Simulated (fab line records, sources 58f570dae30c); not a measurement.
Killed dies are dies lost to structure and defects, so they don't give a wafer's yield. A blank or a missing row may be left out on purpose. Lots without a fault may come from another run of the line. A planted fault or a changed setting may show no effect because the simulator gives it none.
fab line records | flow berkeley_cmos170
record lots=14 wafers=42 last_day=12
route steps=331 shown ACTIVE@68 SACOX@99 PVT@124 GATE@128
lots that met no fault: from a run of the same line without faults
start_h: hours from the record's first day to the start of the lot's first wafer shown | wait_h: hours since the lot's step before | " the same as in the row above | L1.1+2: a row that stands for several wafers | - no value, or no start given | * or withheld: withheld | < > ~ a bound
route shown NAME@n: a module of which the file shows steps, and the number in the route of the first | usual: mean/standard deviation of fault-free wafers | same: alike in all rows | chamber/n: place in a boat | sites: the reading at each site | _std_site: their standard deviation | _edge_site: outer sites' mean less inner sites' | radius_mm: how far each site lies from the wafer's centre | mask NAME#n: copy n | behind: the tool/chamber that last shaped the wafer | hold: why the lot was held/for how many hours/how that ended | device: the transistor (n, p or np) that didn't switch | end of line: the same wafers' tests at the end of the route | a step without rows: its recipe alone | killed: dies lost to structure and defects at the first sort, not the wafer's yield | map: a wafer's dies, x killed, . not, _ none there
set.NAME: the setting as run; set.NAME@STEP: as run at that earlier step | model.NAME: the simulator's own value behind a step, which no gauge read
steps of the route over a sample of lots; a table a step, a row a wafer
services: from which hour (start_h, from the record's first day; less than 0 if before it) a tool's chamber was out of use, for how many hours, and why
## steps
# step UCB170_ACTIVE_COAT_08
# recipe resist=KrF spin_rpm=1500 resist_thk_nm=900
# usual spin_speed_rpm=1500.1/1.1
# columns lot.wafer tool chamber start_h wait_h spin_speed_rpm
L666.1 litho_track-04 0 70.74 0.1 1500.6
L666.2 " 0 " " 1501.2
L666.5 " 0 " " 1501.0
L667.2 litho_track-01 0 71.12 0.1 1500.2
L667.3 " 0 " " 1500.9
L667.6 " 0 " " 1499.6
L668.1 litho_track-02 0 77.36 0.1 1500.7
L668.5 " 0 " " 1498.9
L668.6 " 0 " " 1498.5
L669.4 litho_track-04 0 84.57 0.1 1499.4
L669.5 " 0 " " 1499.8
L669.6 " 0 " " 1499.6
L672.1 litho_track-01 0 101.32 0.1 1499.7
L672.2 " 0 " " 1503.0
L672.6 " 0 " " 1500.4
L675.1 litho_track-02 0 106.93 0.1 1500.4
L675.4 " 0 " " 1500.6
L675.5 " 0 " " 1500.4
L678.1 litho_track-01 0 130.53 0.1 1994.2
L678.4 " 0 " " 1996.3
L678.5 " 0 " " 1996.4
L680.3 litho_track-01 0 138.75 0.1 1999.2
L680.4 " 0 " " 1997.2
L680.5 " 0 " " 1996.6
L682.1 litho_track-02 0 150.88 0.1 1500.4
L682.2 " 0 " " 1498.9
L682.3 " 0 " " 1499.1
L681.1 litho_track-04 0 151.05 0.1 1501.2
L681.2 " 0 " " 1499.2
L681.4 " 0 " " 1499.8
L684.3 litho_track-02 0 163.72 0.1 1501.2
L684.4 " 0 " " 1499.0
L684.5 " 0 " " 1500.9
L685.1 litho_track-04 0 170.20 0.1 1502.0
L685.4 " 0 " " 1500.7
L685.5 " 0 " " 1500.0
L689.1 litho_track-02 0 180.49 0.1 1500.1
L689.2 " 0 " " 1500.2
L689.3 " 0 " " 1500.8
L688.2 litho_track-04 0 180.52 0.1 1499.3
L688.4 " 0 " " 1500.7
L688.6 " 0 " " 1500.8
# step UCB170_ACTIVE_CD_MEAS_13
# recipe target_cd_nm=1200
# usual cd_nm=1199.7/1.3
# columns lot.wafer tool chamber start_h wait_h cd_nm
L666.1 cd_sem-01 - 71.86 - 1200.4
L666.2 " - " " 1200.9
L666.5 " - " " 1200.9
L667.2 cd_sem-01 - 72.88 - 1199.5
L667.3 " - " " 1199.2
L667.6 " - " " 1201.1
L668.1 cd_sem-01 - 78.24 - 1198.2
L668.5 " - " " 1197.5
L668.6 " - " " 1199.8
L669.4 cd_sem-02 - 85.37 - 1200.7
L669.5 " - " " 1200.5
L669.6 " - " " 1201.2
L672.1 cd_sem-02 - 102.58 - 1200.5
L672.2 " - " " 1198.2
L672.6 " - " " 1200.5
L675.1 cd_sem-02 - 107.62 - 1197.8
L675.4 " - " " 1198.0
L675.5 " - " " 1199.7
L678.1 cd_sem-02 - 131.22 - 1194.3
L678.4 " - " " 1195.4
L678.5 " - " " 1194.9
L680.3 cd_sem-01 - 140.13 - 1193.4
L680.4 " - " " 1194.0
L680.5 " - " " 1191.9
L682.1 cd_sem-01 - 152.29 - 1200.0
L682.2 " - " " 1198.1
L682.3 " - " " 1198.8
L681.1 cd_sem-01 - 152.65 - 1199.4
L681.2 " - " " 1198.2
L681.4 " - " " 1199.8
L684.3 cd_sem-02 - 164.40 - 1199.5
L684.4 " - " " 1197.1
L684.5 " - " " 1199.4
L685.1 cd_sem-01 - 171.06 - 1202.0
L685.4 " - " " 1201.4
L685.5 " - " " 1201.5
L689.1 cd_sem-02 - 181.52 - 1201.1
L689.2 " - " " 1201.6
L689.3 " - " " 1201.7
L688.2 cd_sem-02 - 181.81 - 1200.8
L688.4 " - " " 1199.5
L688.6 " - " " 1199.8
# step UCB170_ACTIVE_STRIP_16
# recipe chemistry=O2 power_w=400 pressure_mtorr=3500 platen_temp_c=withheld o2_flow_sccm=400 overash_fraction=0.5
# usual drypump_motor_current_A=5.9/0.33 oes_product_au=0.721/0.0043 strip_time_to_endpoint_s=18.07/0.08
# columns lot.wafer tool chamber start_h wait_h drypump_motor_current_A oes_product_au rf_hours_counter_h strip_time_to_endpoint_s
L666.1 plasma_asher-01 0 72.12 0.1 6.6 0.720 35 18.09
L666.2 " 1 " " 5.6 0.724 35 18.05
L666.5 " 0 " " 6.6 0.721 - 18.02
L667.2 plasma_asher-01 1 73.12 0.1 5.6 0.716 36 18.15
L667.3 " 1 " " 5.6 0.720 - 17.90
L667.6 " 0 " " 6.5 0.721 - 18.04
L668.1 plasma_asher-03 0 78.49 0.1 6.0 0.717 36 18.14
L668.5 " 1 " " 5.7 0.724 - 18.12
L668.6 " 0 " " 6.1 0.716 - 18.31
L669.4 plasma_asher-03 1 85.60 0.1 5.7 0.729 - 18.19
L669.5 " 1 " " 5.7 0.729 - 18.07
L669.6 " 0 " " 6.0 0.718 - 18.10
L672.1 plasma_asher-02 1 102.84 0.1 5.9 0.726 32 18.17
L672.2 " 0 " " 5.6 0.723 32 18.00
L672.6 " 0 " " 5.6 0.717 - 18.10
L675.1 plasma_asher-02 1 107.88 0.1 5.9 0.717 33 18.05
L675.4 " 1 " " 5.9 0.724 - 17.94
L675.5 " 1 " " 5.9 0.719 - 18.03
L678.1 plasma_asher-01 0 131.48 0.1 6.5 0.716 1 15.21
L678.4 " 0 " " 6.5 0.719 - 15.30
L678.5 " 1 " " 5.7 0.723 - 15.17
L680.3 plasma_asher-03 0 140.38 0.1 6.1 0.718 - 15.22
L680.4 " 1 " " 5.7 0.717 - 15.31
L680.5 " 0 " " 6.1 0.725 - 15.49
L682.1 plasma_asher-02 1 152.55 0.1 5.9 0.721 38 18.04
L682.2 " 0 " " 5.6 0.722 38 18.11
L682.3 " 1 " " 5.9 0.723 - 18.08
L681.1 plasma_asher-03 1 152.91 0.1 5.6 0.723 46 18.04
L681.2 " 0 " " 6.0 0.723 46 18.06
L681.4 " 1 " " 5.6 0.719 - 18.07
L684.3 plasma_asher-02 1 164.65 0.1 5.9 0.731 - 18.13
L684.4 " 0 " " 5.6 0.717 - 18.01
L684.5 " 0 " " 5.6 0.724 - 17.99
L685.1 plasma_asher-03 1 171.32 0.1 5.7 0.714 49 18.05
L685.4 " 0 " " 6.0 0.718 - 18.11
L685.5 " 1 " " 5.7 0.719 - 18.07
L689.1 plasma_asher-02 1 181.77 0.1 5.9 0.723 42 18.22
L689.2 " 0 " " 5.6 0.722 42 18.02
L689.3 " 0 " " 5.5 0.719 - 18.17
L688.2 plasma_asher-01 1 182.05 0.1 5.6 0.723 8 18.07
L688.4 " 0 " " 6.5 0.717 - 17.97
L688.6 " 0 " " 6.6 0.719 - 18.05
# step UCB170_SACOX_THK_MEAS_02
# recipe reads=SiO2_of_SACOX_OXIDATION_01
# usual SACOX_OXIDE_THK=14.40/0.3
# columns lot.wafer tool chamber start_h wait_h SACOX_OXIDE_THK[nm]
L666.1 film_metro-02 - 89.33 0.0 14.61
L666.2 " - " " 14.63
L666.5 " - " " 14.67
L667.2 film_metro-01 - 89.34 0.0 14.59
L667.3 " - " " 14.61
L667.6 " - " " 14.53
L668.1 film_metro-01 - 95.27 0.0 14.13
L668.5 " - " " 14.17
L668.6 " - " " 14.18
L669.4 film_metro-02 - 100.98 0.0 14.53
L669.5 " - " " 14.73
L669.6 " - " " 14.70
L672.1 film_metro-01 - 130.01 0.0 14.88
L672.2 " - " " 14.73
L672.6 " - " " 14.99
L675.1 film_metro-02 - 130.01 0.0 14.80
L675.4 " - " " 15.02
L675.5 " - " " 14.75
L678.1 film_metro-01 - 150.93 0.0 14.10
L678.4 " - " " 14.25
L678.5 " - " " 14.00
L680.3 film_metro-04 - 157.92 0.1 14.09
L680.4 " - " " 14.39
L680.5 " - " " 14.16
L681.1 film_metro-04 - 176.34 0.0 14.05
L681.2 " - " " 13.72
L681.4 " - " " 14.06
L682.1 film_metro-01 - 176.34 0.0 14.18
L682.2 " - " " 13.92
L682.3 " - " " 14.33
L684.3 film_metro-02 - 183.93 0.0 14.47
L684.4 " - " " 14.41
L684.5 " - " " 14.28
L685.1 film_metro-01 - 193.97 0.0 14.25
L685.4 " - " " 14.50
L685.5 " - " " 14.52
L689.1 film_metro-04 - 207.84 0.0 14.67
L689.2 " - " " 14.60
L689.3 " - " " 14.89
L688.2 film_metro-01 - 207.85 0.0 14.76
L688.4 " - " " 14.76
L688.6 " - " " 14.58
# step UCB170_PVT_TW_MEAS_09
# usual PVT_TW=507/3.4
# columns lot.wafer tool chamber start_h wait_h PVT_TW
L666.1 film_metro-04 - 99.60 0.1 503
L666.2 " - " " 503
L666.5 " - " " 504
L667.2 film_metro-01 - 99.88 0.1 508
L667.3 " - " " 512
L667.6 " - " " 510
L668.1 film_metro-04 - 107.12 0.1 505
L668.5 " - " " 504
L668.6 " - " " 506
L669.4 film_metro-03 - 112.15 0.1 503
L669.5 " - " " 508
L669.6 " - " " 506
L672.1 film_metro-04 - 141.15 0.1 504
L672.2 " - " " 501
L672.6 " - " " 501
L675.1 film_metro-04 - 141.70 0.1 503
L675.4 " - " " 503
L675.5 " - " " 504
L678.1 film_metro-01 - 161.26 0.1 508
L678.4 " - " " 510
L678.5 " - " " 508
L680.3 film_metro-01 - 167.79 0.1 510
L680.4 " - " " 510
L680.5 " - " " 505
L681.1 film_metro-01 - 188.14 0.1 505
L681.2 " - " " 506
L681.4 " - " " 510
L682.1 film_metro-04 - 188.38 0.1 503
L682.2 " - " " 503
L682.3 " - " " 501
L684.3 film_metro-01 - 199.20 0.1 508
L684.4 " - " " 509
L684.5 " - " " 509
L685.1 film_metro-03 - 207.91 0.1 511
L685.4 " - " " 511
L685.5 " - " " 511
L688.2 film_metro-01 - 219.11 0.1 507
L688.4 " - " " 507
L688.6 " - " " 505
L689.1 film_metro-03 - 219.67 0.1 509
L689.2 " - " " 509
L689.3 " - " " 509
# step UCB170_GATE_THK_MEAS_02
# recipe reads=SiO2_of_GATE_OXIDATION_01
# usual GATE_OXIDE_THK=6.63/0.11
# columns lot.wafer tool chamber start_h wait_h GATE_OXIDE_THK[nm]
L667.2 film_metro-04 - 102.77 0.0 6.61
L667.3 " - " " 6.53
L667.6 " - " " 6.58
L666.1 film_metro-02 - 102.82 0.1 6.72
L666.2 " - " " 6.72
L666.5 " - " " 6.74
L668.1 film_metro-01 - 112.90 0.0 6.71
L668.5 " - " " 6.63
L668.6 " - " " 6.80
L669.4 film_metro-04 - 117.28 0.0 6.54
L669.5 " - " " 6.59
L669.6 " - " " 6.44
L672.1 film_metro-04 - 143.94 0.0 6.82
L672.2 " - " " 6.64
L672.6 " - " " 6.78
L675.1 film_metro-02 - 143.94 0.0 6.63
L675.4 " - " " 6.64
L675.5 " - " " 6.63
L678.1 film_metro-01 - 164.79 0.0 6.65
L678.4 " - " " 6.68
L678.5 " - " " 6.70
L680.3 film_metro-01 - 171.33 0.0 6.64
L680.4 " - " " 6.59
L680.5 " - " " 6.60
L681.1 film_metro-02 - 195.79 0.0 6.46
L681.2 " - " " 6.51
L681.4 " - " " 6.39
L682.1 film_metro-01 - 195.79 0.0 6.52
L682.2 " - " " 6.52
L682.3 " - " " 6.53
L684.3 film_metro-01 - 204.48 0.0 6.77
L684.4 " - " " 6.70
L684.5 " - " " 6.68
L685.1 film_metro-01 - 212.38 0.0 6.68
L685.4 " - " " 6.67
L685.5 " - " " 6.71
L689.1 film_metro-04 - 224.42 0.0 6.64
L689.2 " - " " 6.60
L689.3 " - " " 6.75
L688.2 film_metro-01 - 224.43 0.0 6.66
L688.4 " - " " 6.74
L688.6 " - " " 6.63
## services
# columns tool chamber start_h hours kind
plasma_asher-01 - 108.75 9.0 pm
plasma_asher-01 0 108.75 9.0 vent_cycle
plasma_asher-01 1 108.75 9.0 vent_cycle
plasma_asher-01 0 117.75 - clean
plasma_asher-01 1 117.75 - clean
plasma_asher-02 - 130.15 10.5 repair
## key
first_sign step=UCB170_ACTIVE_COAT_08 reading=spin_speed_rpm direction=up sigmas=99+ usual=1500.1 struck=1996.6
effect step=UCB170_ACTIVE_CD_MEAS_13 reading=cd_nm direction=down sigmas=4.6 usual=1199.7 struck=1194.0
effect step=UCB170_ACTIVE_STRIP_16 reading=strip_time_to_endpoint_s direction=down sigmas=35 usual=* struck=*
met_at UCB170_ACTIVE_COAT_08
struck_lots L678,L680
tester_left_out L678,L680
not_acting_at UCB170_SACOX_THK_MEAS_02,UCB170_PVT_TW_MEAS_09,UCB170_GATE_THK_MEAS_02
onset_between 101.32 130.53
fault kind=process_parameter_drift tool=litho_track-01 chamber=- onset_h=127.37 steps=UCB170_ACTIVE_COAT_08 channel=spin_rpm offset=496.16 shape=step end_h=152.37 acts_in=these_recipes_only stated=1500
# tester_left_out: of these lots the tester's yield and bins aren't shown, on N5 and GAA mostly nor the transistor test; their killed dies are dies lost to structure and defects alone, not to doping, threshold or leakage, so they don't give the yield
